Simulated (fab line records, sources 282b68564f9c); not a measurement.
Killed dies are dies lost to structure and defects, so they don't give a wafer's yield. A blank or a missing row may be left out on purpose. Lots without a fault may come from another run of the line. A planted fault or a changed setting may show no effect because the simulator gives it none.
fab line records | flow rit_cmos
record lots=14 wafers=42 last_day=8
route steps=202 shown SPACER@128 M1@202
lots that met no fault: from a run of the same line without faults
start_h: hours from the record's first day to the start of the lot's first wafer shown | wait_h: hours since the lot's step before | " the same as in the row above | L1.1+2: a row that stands for several wafers | - no value, or no start given | * or withheld: withheld | < > ~ a bound
route shown NAME@n: a module of which the file shows steps, and the number in the route of the first | usual: mean/standard deviation of fault-free wafers | same: alike in all rows | chamber/n: place in a boat | sites: the reading at each site | _std_site: their standard deviation | _edge_site: outer sites' mean less inner sites' | radius_mm: how far each site lies from the wafer's centre | mask NAME#n: copy n | behind: the tool/chamber that last shaped the wafer | hold: why the lot was held/for how many hours/how that ended | device: the transistor (n, p or np) that didn't switch | end of line: the same wafers' tests at the end of the route | a step without rows: its recipe alone | killed: dies lost to structure and defects at the first sort, not the wafer's yield | map: a wafer's dies, x killed, . not, _ none there
set.NAME: the setting as run; set.NAME@STEP: as run at that earlier step | model.NAME: the simulator's own value behind a step, which no gauge read
steps of the route over a sample of lots; a table a step, a row a wafer
services: from which hour (start_h, from the record's first day; less than 0 if before it) a tool's chamber was out of use, for how many hours, and why
## steps
# step RIT_SPACER_CVD_03
# recipe material=Si3N4 target_thk_nm=250 temp_c=810 precursor=SiH2Cl2/NH3 time_s=3300 pressure_mtorr=300 sih2cl2_flow_sccm=60 nh3_flow_sccm=150
# usual spike_tc_centre_C=812.5/1.2 spike_tc_load_C=834.9/1.2 spike_tc_source_C=832/3.4 susceptor_temp_C=810.0/0.38
# columns lot.wafer tool chamber start_h wait_h spike_tc_centre_C spike_tc_load_C spike_tc_source_C susceptor_temp_C
L622.1 lpcvd-01 1 50.50 0.0 811.6 834.9 832 810.0
L622.4 " 1 " " 813.2 835.8 831 809.8
L622.6 " 1 " " 812.1 834.5 832 809.8
L623.2 lpcvd-01 0 57.13 1.4 813.3 833.8 838 810.1
L623.3 " 0 " " 814.1 834.4 834 810.3
L623.4 " 0 " " 811.5 836.0 836 810.0
L624.2 lpcvd-01 1 60.47 2.8 813.3 836.5 831 810.4
L624.3 " 1 " " 813.6 836.3 831 810.2
L624.5 " 1 " " 812.3 837.0 832 810.7
L625.2 lpcvd-02 1 66.16 0.7 812.1 833.8 830 810.2
L625.4 " 1 " " 812.1 833.7 828 810.1
L625.6 " 1 " " 812.6 833.4 829 810.7
L626.3 lpcvd-02 1 73.16 0.0 812.1 834.4 827 809.8
L626.4 " 1 " " 811.9 832.3 829 809.7
L626.5 " 1 " " 812.0 834.5 827 810.1
L627.2 lpcvd-01 0 74.33 0.9 813.5 836.8 836 810.2
L627.4 " 0 " " 813.7 838.2 835 809.9
L627.5 " 0 " " 814.6 834.7 836 810.1
L628.1 lpcvd-02 0 76.69 0.1 811.2 833.4 834 810.5
L628.4 " 0 " " 811.4 834.8 836 810.4
L628.5 " 0 " " 810.9 833.1 836 810.5
L630.3 lpcvd-01 0 86.41 0.0 839.6 862.4 862 836.4
L630.5 " 0 " " 839.9 861.6 862 837.1
L630.6 " 0 " " 841.0 861.8 861 836.2
L632.2 lpcvd-01 0 101.63 0.0 840.2 862.0 864 837.1
L632.3 " 0 " " 839.2 862.2 864 837.2
L632.5 " 0 " " 839.0 862.5 862 836.3
L634.1 lpcvd-01 1 105.72 0.0 838.3 864.1 859 836.6
L634.2 " 1 " " 837.3 862.5 858 836.3
L634.6 " 1 " " 839.9 864.3 859 836.8
L636.2 lpcvd-02 0 120.38 0.0 811.6 833.8 835 810.3
L636.4 " 0 " " 812.8 834.1 835 809.9
L636.6 " 0 " " 810.0 833.6 835 810.8
L641.1 lpcvd-02 1 158.14 0.0 812.1 834.5 828 810.2
L641.3 " 1 " " 813.0 833.3 827 809.8
L641.6 " 1 " " 812.7 834.4 828 810.0
L643.2 lpcvd-02 0 164.26 0.0 812.4 834.3 834 810.2
L643.5 " 0 " " 810.2 835.0 835 809.2
L643.6 " 0 " " 812.6 834.0 836 809.4
L645.1 lpcvd-02 0 174.51 0.0 813.2 835.1 836 810.5
L645.4 " 0 " " 811.0 833.9 834 810.6
L645.6 " 0 " " 811.4 835.3 835 810.4
# step RIT_SPACER_THK_MEAS_04
# recipe reads=Si3N4_of_SPACER_CVD_03
# usual SPACER_NITRIDE_THK=250.3/2.8
# columns lot.wafer tool chamber start_h wait_h SPACER_NITRIDE_THK[nm]
L622.1 film_metro-01 - 52.41 0.0 248.5
L622.4 " - " " 248.0
L622.6 " - " " 247.4
L623.2 film_metro-02 - 59.06 0.0 245.0
L623.3 " - " " 246.7
L623.4 " - " " 246.9
L624.2 film_metro-01 - 62.39 0.0 247.9
L624.3 " - " " 247.5
L624.5 " - " " 247.6
L625.2 film_metro-04 - 69.05 0.0 248.1
L625.4 " - " " 249.6
L625.6 " - " " 249.6
L626.3 film_metro-04 - 75.09 0.0 250.9
L626.4 " - " " 248.4
L626.5 " - " " 248.1
L627.2 film_metro-02 - 76.25 0.0 249.0
L627.4 " - " " 250.0
L627.5 " - " " 250.1
L628.1 film_metro-04 - 78.61 0.0 253.8
L628.4 " - " " 251.1
L628.5 " - " " 250.6
L630.3 film_metro-01 - 88.35 0.0 401.3
L630.5 " - " " 400.6
L630.6 " - " " 399.0
L632.2 film_metro-04 - 103.56 0.0 400.6
L632.3 " - " " 400.7
L632.5 " - " " 400.6
L634.1 film_metro-04 - 107.63 0.0 396.9
L634.2 " - " " 395.9
L634.6 " - " " 397.8
L636.2 film_metro-02 - 122.31 0.0 250.1
L636.4 " - " " 249.2
L636.6 " - " " 248.8
L641.1 film_metro-04 - 160.06 0.0 253.7
L641.3 " - " " 253.5
L641.6 " - " " 253.5
L643.2 film_metro-02 - 166.18 0.0 249.9
L643.5 " - " " 246.8
L643.6 " - " " 248.1
L645.1 film_metro-04 - 176.43 0.0 249.7
L645.4 " - " " 251.5
L645.6 " - " " 250.2
# step RIT_SPACER_ETCHBACK_05
# recipe target_depth_a=2500 SF6_flow_sccm=30 CHF3_flow_sccm=30 target=Si3N4 chemistry=SF6/CHF3 pressure_mtorr=40 rf_w=250 time_s=240 stop_on=SiO2
# usual drypump_motor_current_A=5.68/0.29 oes_product_au=0.847/0.014 throttle_valve_pct=10.30/0.23
# columns lot.wafer tool chamber start_h wait_h drypump_motor_current_A oes_product_au rf_hours_counter_h throttle_valve_pct
L622.1 rie_diel-04 1 52.47 0.1 6.06 0.859 43 10.65
L622.4 " 0 " " 5.76 0.849 47 10.60
L622.6 " 0 " " 5.77 0.841 - 10.60
L623.2 rie_diel-04 0 59.11 0.0 5.75 0.836 47 10.60
L623.3 " 2 " " 6.01 0.832 91 10.00
L623.4 " 3 " " 5.36 0.830 42 10.01
L624.2 rie_diel-01 0 62.44 0.0 5.28 0.867 4 10.11
L624.3 " 1 " " 5.52 0.824 44 10.49
L624.5 " 0 " " 5.25 0.865 - 10.11
L625.2 rie_diel-01 2 69.10 0.0 5.82 0.830 114 10.32
L625.4 " 1 " " 5.57 0.828 44 10.51
L625.6 " 0 " " 5.25 0.865 - 10.10
L626.3 rie_diel-02 1 75.13 0.0 6.00 0.876 38 10.37
L626.4 " 3 " " 5.52 0.831 79 10.22
L626.5 " 0 " " 5.83 0.847 - 10.30
L627.2 rie_diel-04 0 76.30 0.0 5.78 0.836 47 10.61
L627.4 " 2 " " 6.08 0.844 91 10.02
L627.5 " 3 " " 5.31 0.836 - 10.01
L628.1 rie_diel-02 1 78.67 0.1 6.03 0.884 38 10.38
L628.4 " 3 " " 5.50 0.837 79 10.23
L628.5 " 3 " " 5.50 0.836 - 10.23
L630.3 rie_diel-02 0 88.39 0.0 5.84 0.986 92 10.37
L630.5 " 0 " " 5.85 1.003 - 10.37
L630.6 " 1 " " 6.01 1.040 - 10.42
L632.2 rie_diel-04 3 103.61 0.0 5.30 0.976 43 10.05
L632.3 " 2 " " 6.02 0.990 92 10.04
L632.5 " 3 " " 5.31 0.973 - 10.06
L634.1 rie_diel-04 3 107.69 0.1 5.32 0.975 43 10.05
L634.2 " 1 " " 6.03 1.014 44 10.70
L634.6 " 3 " " 5.30 0.983 - 10.06
L636.2 rie_diel-04 1 122.36 0.0 5.99 0.854 44 10.64
L636.4 " 0 " " 5.77 0.849 48 10.59
L636.6 " 0 " " 5.77 0.846 - 10.60
L641.1 rie_diel-04 1 160.12 0.1 6.05 0.858 44 10.63
L641.3 " 2 " " 6.00 0.853 93 9.99
L641.6 " 2 " " 6.01 0.849 - 9.99
L643.2 rie_diel-01 0 166.23 0.0 5.27 0.871 6 10.11
L643.5 " 2 " " 5.79 0.824 - 10.32
L643.6 " 3 " " 5.40 0.824 - 10.33
L645.1 rie_diel-04 0 176.49 0.1 5.75 0.843 49 10.58
L645.4 " 2 " " 6.02 0.843 93 9.99
L645.6 " 0 " " 5.74 0.839 - 10.61
# step RIT_M1_PROBE_99
# usual killed_at_M0_to_M3=0.0/0.23 killed_at_contacts=0.1/0.23 killed_at_front_end=7/3 killed_dies=7/3 killed_on_rim=2.0/1.2 killed_open=3.3/2.1 killed_short=3.7/1.9
# same gross_dies=264 killed_at_M4_up=0 killed_at_back_side=0 killed_at_other=0
# columns lot.wafer tool chamber start_h wait_h killed_at_M0_to_M3 killed_at_contacts killed_at_front_end killed_dies killed_on_rim killed_open killed_short
L630.3 prober-02 - 100.90 0.2 0 0 264 264 70 1 2
L630.5 prober-02 - 101.00 0.2 0 0 264 264 70 2 2
L630.6 prober-02 - 101.05 0.2 0 0 264 264 70 6 7
L632.2 prober-02 - 115.38 0.1 0 0 264 264 70 10 3
L632.3 prober-02 - 115.43 0.2 0 0 264 264 70 3 4
L632.5 prober-02 - 115.53 0.2 0 0 264 264 70 4 3
L634.1 prober-02 - 119.68 0.1 0 0 264 264 70 1 4
L634.2 prober-02 - 119.73 0.1 0 0 264 264 70 4 7
L634.6 prober-02 - 119.93 0.2 1 0 263 264 70 2 2
# killed by level:class
L630.3 SPACER:area_etchback=261 GATE:geometric_particle:short=2 GATE:geometric_particle:open=1
L630.5 SPACER:area_etchback=260 FOX1:geometric_particle:short=2 REOX:geometric_particle:open=2
L630.6 SPACER:area_etchback=251 FOX1:geometric_particle:short=3 FOX1:geometric_particle:open=2 GATE:geometric_particle:open=2 SPACER:geometric_particle:open=2 FOX2:geometric_particle:short=1 GATE:geometric_particle:short=1 SILICIDE:geometric_particle:short=1
L632.2 SPACER:area_etchback=251 SPACER:geometric_particle:open=4 FOX1:geometric_particle:open=2 SILICIDE:geometric_particle:open=2 FOX1:geometric_particle:short=1 FOX2:geometric_particle:open=1 GATE:geometric_particle:open=1 REOX:geometric_particle:short=1
L632.3 SPACER:area_etchback=257 GATE:geometric_particle:short=3 GATE:geometric_particle:open=2 FOX1:geometric_particle:short=1 FOX2:geometric_particle:open=1
L632.5 SPACER:area_etchback=257 ACTIVE:geometric_particle:open=1 FOX1:geometric_particle:open=1 FOX2:geometric_particle:short=1 GATE:geometric_particle:open=1 GATE:geometric_particle:short=1 REOX:geometric_particle:short=1 SPACER:geometric_particle:open=1
L634.1 SPACER:area_etchback=259 GATE:geometric_particle:short=2 REOX:geometric_particle:open=1 REOX:geometric_particle:short=1 SILICIDE:geometric_particle:short=1
L634.2 SPACER:area_etchback=253 GATE:geometric_particle:short=4 GATE:geometric_particle:open=3 REOX:geometric_particle:short=2 FOX1:geometric_particle:short=1 SPACER:geometric_particle:open=1
L634.6 SPACER:area_etchback=260 GATE:geometric_particle:open=1 SPACER:geometric_particle:open=1 SPACER:geometric_particle:short=1 M1:geometric_particle:short=1
## services
# columns tool chamber start_h hours kind
rie_diel-04 - 29.57 4.0 repair
rie_diel-02 3 46.14 5.7 repair
rie_diel-02 1 50.24 1.8 repair
lpcvd-02 - 51.56 14.6 pm
rie_diel-02 2 88.63 11.1 repair
rie_diel-04 - 92.32 0.2 repair
rie_diel-02 3 104.91 3.5 repair
rie_diel-02 0 138.19 7.3 repair
rie_diel-04 3 145.72 3.2 repair
## key
first_sign step=RIT_SPACER_CVD_03 reading=susceptor_temp_C direction=up sigmas=70 usual=* struck=*
effect step=RIT_SPACER_CVD_03 reading=spike_tc_load_C direction=up sigmas=23 usual=834.9 struck=862.6
effect step=RIT_SPACER_THK_MEAS_04 reading=SPACER_NITRIDE_THK direction=up sigmas=53 usual=250.3 struck=399.3
effect step=RIT_SPACER_ETCHBACK_05 reading=oes_product_au direction=up sigmas=11 usual=0.847 struck=0.993
effect step=RIT_M1_PROBE_99 reading=killed_at_front_end direction=up sigmas=85 usual=7 struck=264
more_kills_born_at RIT_SPACER_ETCHBACK_05@rie_diel-04=1537 RIT_SPACER_ETCHBACK_05@rie_diel-02=772
met_at RIT_SPACER_CVD_03
struck_lots L630,L632,L634
later_rows_left_out L630.3,L630.5,L630.6,L632.2,L632.3,L632.5,L634.1,L634.2,L634.6
tester_left_out L630,L632,L634
onset_between 74.33 86.41
fault kind=process_parameter_drift tool=lpcvd-01 chamber=- onset_h=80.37 steps=RIT_SPACER_CVD_03 channel=temp_c offset=* shape=step end_h=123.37 acts_in=* stated=*
# tester_left_out: of these lots the tester's yield and bins aren't shown, on N5 and GAA mostly nor the transistor test; their killed dies are dies lost to structure and defects alone, not to doping, threshold or leakage, so they don't give the yield
# later_rows_left_out: the simulator's readings of these wafers behind a module that went badly wrong aren't trusted and aren't shown, but for the sort
